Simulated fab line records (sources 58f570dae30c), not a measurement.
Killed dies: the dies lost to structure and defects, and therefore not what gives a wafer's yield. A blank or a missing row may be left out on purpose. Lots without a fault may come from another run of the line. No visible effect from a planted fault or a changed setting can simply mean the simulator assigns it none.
Chamber matching || flow berkeley_cmos170 || UCB170_V1_CMP_02 on cmp-01: 4 sister chambers
The step polishes SiO2. 14 wafers are shown with their chamber, then 6 later ones without.

WAFERS WITH THEIR CHAMBER
{"wafer": "L347.2", "chamber": 1, "motor_current_A (A)": 15.1}
{"wafer": "L347.3", "chamber": 3, "motor_current_A (A)": 15.0}
{"wafer": "L347.5", "chamber": 1, "motor_current_A (A)": 15.7}
{"wafer": "L350.3", "chamber": 1, "motor_current_A (A)": 15.3}
{"wafer": "L350.4", "chamber": 0, "motor_current_A (A)": 15.0}
{"wafer": "L350.5", "chamber": 1, "motor_current_A (A)": 15.4}
{"wafer": "L348.2", "chamber": 1, "motor_current_A (A)": 15.5}
{"wafer": "L348.5", "chamber": 0, "motor_current_A (A)": 15.1}
{"wafer": "L348.6", "chamber": 3, "motor_current_A (A)": 15.2}
{"wafer": "L352.2", "chamber": 0, "motor_current_A (A)": 14.7}
{"wafer": "L352.3", "chamber": 2, "motor_current_A (A)": 16.4}
{"wafer": "L352.6", "chamber": 3, "motor_current_A (A)": 14.8}
{"wafer": "L355.2", "chamber": 1, "motor_current_A (A)": 15.9}
{"wafer": "L355.3", "chamber": 2, "motor_current_A (A)": 15.0}

SIGNATURES (means of the wafers above)
{"reading": "motor_current_A", "chamber 0": 14.933, "chamber 1": 15.483, "chamber 2": 15.700, "chamber 3": 15.000, "scatter within a chamber": 0.394}
Rule: a wafer's distance from a chamber is the root of the sum, over the readings, of the square of ((its reading less the chamber's mean) divided by the reading's scatter). If the next closest chamber is less than 2 further off than the closest, the wafer can't be placed; otherwise it belongs to the closest. The scatter: the root of (the sum of the squares of (reading less its chamber's mean) over the shown wafers, divided by (wafers less chambers)).

WAFERS WITHOUT THEIR CHAMBER
{"wafer": "L355.4", "motor_current_A (A)": 15.0}
{"wafer": "L359.6", "motor_current_A (A)": 15.6}
{"wafer": "L363.4", "motor_current_A (A)": 16.0}
{"wafer": "L364.2", "motor_current_A (A)": 16.2}
{"wafer": "L364.4", "motor_current_A (A)": 16.2}
{"wafer": "L364.5", "motor_current_A (A)": 14.7}

CHAMBER TAKEN BY EACH
{"wafer": "L355.4", "from the rows above": "can't be placed: 3 or 0 or 1 or 2", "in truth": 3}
{"wafer": "L359.6", "from the rows above": "can't be placed: 2 or 1 or 3 or 0", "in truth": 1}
{"wafer": "L363.4", "from the rows above": "can't be placed: 2 or 1 or 3 or 0", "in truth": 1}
{"wafer": "L364.2", "from the rows above": "can't be placed: 2 or 1 or 3 or 0", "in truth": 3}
{"wafer": "L364.4", "from the rows above": "can't be placed: 2 or 1 or 3 or 0", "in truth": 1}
{"wafer": "L364.5", "from the rows above": "can't be placed: 0 or 3 or 1 or 2", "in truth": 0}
Correct placement for 0 of the 6. Not placeable from these rows: 6 (in 6, the candidates include the true chamber). 0 placed wrongly.
